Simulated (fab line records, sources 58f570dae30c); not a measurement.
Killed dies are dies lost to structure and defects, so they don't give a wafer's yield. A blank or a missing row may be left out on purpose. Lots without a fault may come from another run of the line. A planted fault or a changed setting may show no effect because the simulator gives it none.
A struck lot beside a sound one | flow berkeley_cmos170 | 15 steps out of a route of 331
Sound: wafers L728.1, L728.3, L728.6. Struck: wafers L733.1, L733.4, L733.5. The cause comes at the end.
At each step with rows: each side's tool, then ch and its chambers, then its first start. Under that, the readings that differ: sound wafers | struck wafers | difference of the means | sigmas: that difference in standard deviations of wafers without a fault.
alike: readings whose means differ by less than 2 such deviations, and words and numbers that are the same on both sides. not compared: withheld readings, readings that some wafer has no value for, bounds like >300 that may hide the same value, and numbers for which the record gives no deviation and whose values overlap.
The two part at a step that has a row with sigmas, a row that says differs or no value, or rows on one side only. Numbers that don't overlap but have no deviation are shown without sigmas and don't part them. A reading that every wafer of one side lacks parts them only if that side has two wafers or more.

UCB170_M1_SPUTTER_00: material Al, target thk 600 nm, time 80 s.
  sound on pvd_sputter-03, day 9 18:34; struck on pvd_sputter-01, day 10 21:33
  alike: throttle_valve_pct
UCB170_M1_RS_MEAS_01: measures by four-point-probe.
  sound on film_metro-03, day 9 18:38; struck on film_metro-01, day 10 21:37
  alike: M1_AL_RS
UCB170_M1_THK_MEAS_02: measures by xrf.
  sound on film_metro-03, day 9 18:45; struck on film_metro-01, day 10 21:44
  alike: M1_AL_THK
then, 6 steps without rows for these wafers: UCB170_M1_COAT_03; UCB170_M1_COAT_04 (resist thk 900 nm); UCB170_M1_SOFTBAKE_05 (time 60 s); UCB170_M1_EXPOSE_06 (exposes mask METAL1, target cd 700 nm); UCB170_M1_PEB_07; UCB170_M1_DEVELOP_08 (develop time 45 s).
UCB170_M1_CD_MEAS_09: target cd 700 nm.
  sound on cd_sem-01, day 9 19:55; struck on cd_sem-02, day 10 23:20
  alike: cd_nm
UCB170_M1_OVL_MEAS_10:
  sound on overlay-02, day 9 20:02; struck on overlay-02, day 10 23:28
  reading     | sound    | struck | difference | sigmas
  M1_OVL (nm) | -2 -2 -7 | 5 8 7  | +10        | +2
UCB170_M1_ETCH_11: etches BARC in N2/H2.
  sound on rie_diel-03 ch 1,3, day 9 20:05; struck on rie_diel-04 ch 1,2, day 10 23:29
  alike: drypump_motor_current_A, oes_product_au, throttle_valve_pct
UCB170_M1_METAL_ETCH_12: etches Al in Cl2/BCl3, stops on PSG, target depth 780 nm, time 130 s.
  sound on rie_metal-01 ch 0,1, day 9 20:07; struck on rie_metal-01 ch 0,1, day 10 23:32
  reading                             | sound             | struck            | difference | sigmas
  model.KrF_of_M1_COAT_04.thk_nm (nm) | 451.7 446.3 445.4 | 527.5 535.1 536.3 | +85.2      |
  alike: drypump_motor_current_A, he_backside_leak_sccm, oes_product_au, throttle_valve_pct
  not compared: rf_hours_counter_h, model.M1.cd_nm
UCB170_M1_STRIP_13: strips in O2.
  sound on plasma_asher-04 ch 0,1, day 9 20:16; struck on plasma_asher-04 ch 0,1, day 10 23:40
  alike: drypump_motor_current_A, oes_product_au
  not compared: rf_hours_counter_h
UCB170_M3_PROBE_99:
  sound on prober-01, day 10 09:05; struck on prober-02, day 11 12:21
  reading                                   | sound | struck | difference | sigmas
  model.etest.m1_comb_over_steps.over_limit | 0 0 0 | 1 1 1  | +1         |
  model.etest.ring.over_limit               | 0 0 0 | 1 1 1  | +1         |
  not compared: model.etest.antenna_m1.vt_shift_v

WHERE THEY PART
Only at UCB170_M1_OVL_MEAS_10, within this record. Later steps at which nothing parts them and some readings are alike: UCB170_M1_ETCH_11, UCB170_M1_METAL_ETCH_12, UCB170_M1_STRIP_13.

WHY: what the simulator had put in
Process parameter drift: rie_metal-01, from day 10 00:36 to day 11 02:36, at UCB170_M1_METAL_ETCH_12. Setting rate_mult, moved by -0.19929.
